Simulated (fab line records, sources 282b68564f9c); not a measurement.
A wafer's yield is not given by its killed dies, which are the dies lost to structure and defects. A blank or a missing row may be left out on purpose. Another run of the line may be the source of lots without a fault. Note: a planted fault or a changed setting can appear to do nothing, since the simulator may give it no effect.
Lot-split experiment -- flow rit-cmos -- on a route of 202 steps: 5 lots, 23 wafers read

ABOUT THE SPLIT
At RIT_FOX2_OXIDATION_00 (target thk 350.7 nm, ox time 1130 s), the setting ox-time-s was moved away from the recipe's 1130 s on 15 of the 23 wafers read, by -5.5% to +9.2%. The other wafers ran this setting at the recipe's value.

The split's own step is where the reading is taken.

THE READING
SiO2_of_FOX2_OXIDATION_00.thk-nm (the simulator's own value, which no gauge read), in nm, at RIT_FOX2_OXIDATION_00 (target thk 350.7 nm, ox time 1130 s). The file gives no usual value for it. The 8 wafers here that ran the recipe average 343.5 nm, standard deviation 3 nm.

wafer,"tool, chamber at the split","ox-time-s as run, s",against the recipe,"SiO2_of_FOX2_OXIDATION_00.thk-nm, nm",against lot-mates on the recipe
L074.1,"-, -",1234,+9.2%,376.5,no lot-mate on the recipe
L074.2,"-, -",1234,+9.2%,374.5,no lot-mate on the recipe
L074.3,"-, -",1234,+9.2%,369.5,no lot-mate on the recipe
L074.4,"-, -",1234,+9.2%,371.6,no lot-mate on the recipe
L074.6,"-, -",1234,+9.2%,375.8,no lot-mate on the recipe
L077.1,"-, -",1068,-5.5%,338.6,no lot-mate on the recipe
L077.2,"-, -",1068,-5.5%,339.5,no lot-mate on the recipe
L077.3,"-, -",1068,-5.5%,340.5,no lot-mate on the recipe
L077.4,"-, -",1068,-5.5%,340.6,no lot-mate on the recipe
L077.6,"-, -",1068,-5.5%,341.7,no lot-mate on the recipe
L078.1,"-, -",1130,recipe,345.3,-
L078.3,"-, -",1130,recipe,345.3,-
L078.2,"-, -",1130,recipe,344.5,-
L078.4,"-, -",1130,recipe,336.1,-
L078.5,"-, -",1130,recipe,345.7,-
L079.2,"furnace-01, 0",1130,recipe,345.2,-
L079.5,"furnace-01, 0",1130,recipe,341.7,-
L079.6,"furnace-01, 0",1130,recipe,344.3,-
L081.1,"-, -",1075,-4.9%,350.8,no lot-mate on the recipe
L081.2,"-, -",1075,-4.9%,345.4,no lot-mate on the recipe
L081.3,"-, -",1075,-4.9%,347.4,no lot-mate on the recipe
L081.4,"-, -",1075,-4.9%,346.3,no lot-mate on the recipe
L081.5,"-, -",1075,-4.9%,343.2,no lot-mate on the recipe

FIT RESULTS
A straight line over all 23 wafers: SiO2_of_FOX2_OXIDATION_00.thk-nm changes by +2.08 nm for each +1% of ox-time-s; r = +0.89; the points scatter about the line by 6.2 nm.
Too few moved wafers have a lot-mate on the recipe to fit a line with each lot's own level taken away.

FILE'S OWN FIT
SiO2_of_FOX2_OXIDATION_00.thk-nm changes by +2.08 nm for each +1% of ox-time-s, r = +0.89.
